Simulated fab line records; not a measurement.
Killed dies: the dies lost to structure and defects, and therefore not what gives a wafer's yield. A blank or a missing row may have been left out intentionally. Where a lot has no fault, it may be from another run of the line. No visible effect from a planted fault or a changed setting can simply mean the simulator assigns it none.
The tool behind it: which one? ; flow ritCmos ; 14 lots (42 wafers sampled), 1 step of a 202-step route

WHAT THE GAUGES SHOWED, per wafer
No reading from a measuring or inspecting step in the record can be judged against a usual standard deviation.

EACH LOT AND THE TOOL THAT RAN IT (in order: tool; ch and the chambers of the sampled wafers; start)
lot;RIT_SILICIDE_WET_ETCH_00
L866;wetBench-03 ch 0, day 3 11:14
L867;wetBench-01 ch 1, day 3 13:59
L868;wetBench-03 ch 1, day 3 17:22
L869;wetBench-03 ch 3, day 3 22:39
L871;wetBench-01 ch 2, day 4 10:41
L872;wetBench-01 ch 3, day 4 19:47
L873;wetBench-01 ch 0, day 4 22:41
L876;wetBench-01 ch 0, day 5 12:01
L879;wetBench-03 ch 1, day 5 23:35
L880;wetBench-02 ch 3, day 6 05:37
L884;wetBench-01 ch 1, day 7 00:09
L885;wetBench-03 ch 1, day 7 05:46
L887;wetBench-02 ch 3, day 7 15:40
L888;wetBench-01 ch 0, day 7 20:37
- RIT_SILICIDE_WET_ETCH_00: etches SiO2 in BOE, target depth 14 nm, time 15 s.

AS READ BY THE TOOLS THEMSELVES (means over the sampled wafers that have a number; for cases with no such wafer, the mark the record gives instead)
RIT_SILICIDE_WET_ETCH_00. Usual: bathHeatDutyPct 1.7 %, standard deviation 0.42; tempC 21.51 C, standard deviation 0.1.
lot;tool;bathHeatDutyPct (%);tempC (C);flag
L866;wetBench-03;1.4;21.51;
L867;wetBench-01;2.0;21.34;
L868;wetBench-03;1.8;21.43;
L869;wetBench-03;1.6;21.42;
L871;wetBench-01;2.0;21.54;
L872;wetBench-01;1.9;21.47;
L873;wetBench-01;1.5;21.60;
L876;wetBench-01;1.4;21.52;
L879;wetBench-03;-;-;OFF
L880;wetBench-02;-;-;OFF
L884;wetBench-01;2.2;21.50;
L885;wetBench-03;2.2;21.46;
L887;wetBench-02;1.6;21.57;
L888;wetBench-01;1.6;21.47;

THE ANSWER, worked out from the rows above alone
Rule: a lot is off if the mean of its wafers that have a number lies more than 3 standard deviations from the usual mean. Also off: a lot with no number at a reading for which 4 or more lots have one. Any other lot the step has rows for is counted as sound. First the gauges in route order, then the tools' own readings, where a lot's mean is used as printed above. At the first step where some lot is off, the reading lying furthest off is the one used; lots without a number count as furthest.
Off: L879, L880 (RIT_SILICIDE_WET_ETCH_00, bathHeatDutyPct). Without a number there: L879, L880.
If a tool, at that step or one of the process steps before it, ran each lot that is off and ran no sound lot following the first of them, it fits. None of those tried fits.

WHAT THE SIMULATOR PUT IN
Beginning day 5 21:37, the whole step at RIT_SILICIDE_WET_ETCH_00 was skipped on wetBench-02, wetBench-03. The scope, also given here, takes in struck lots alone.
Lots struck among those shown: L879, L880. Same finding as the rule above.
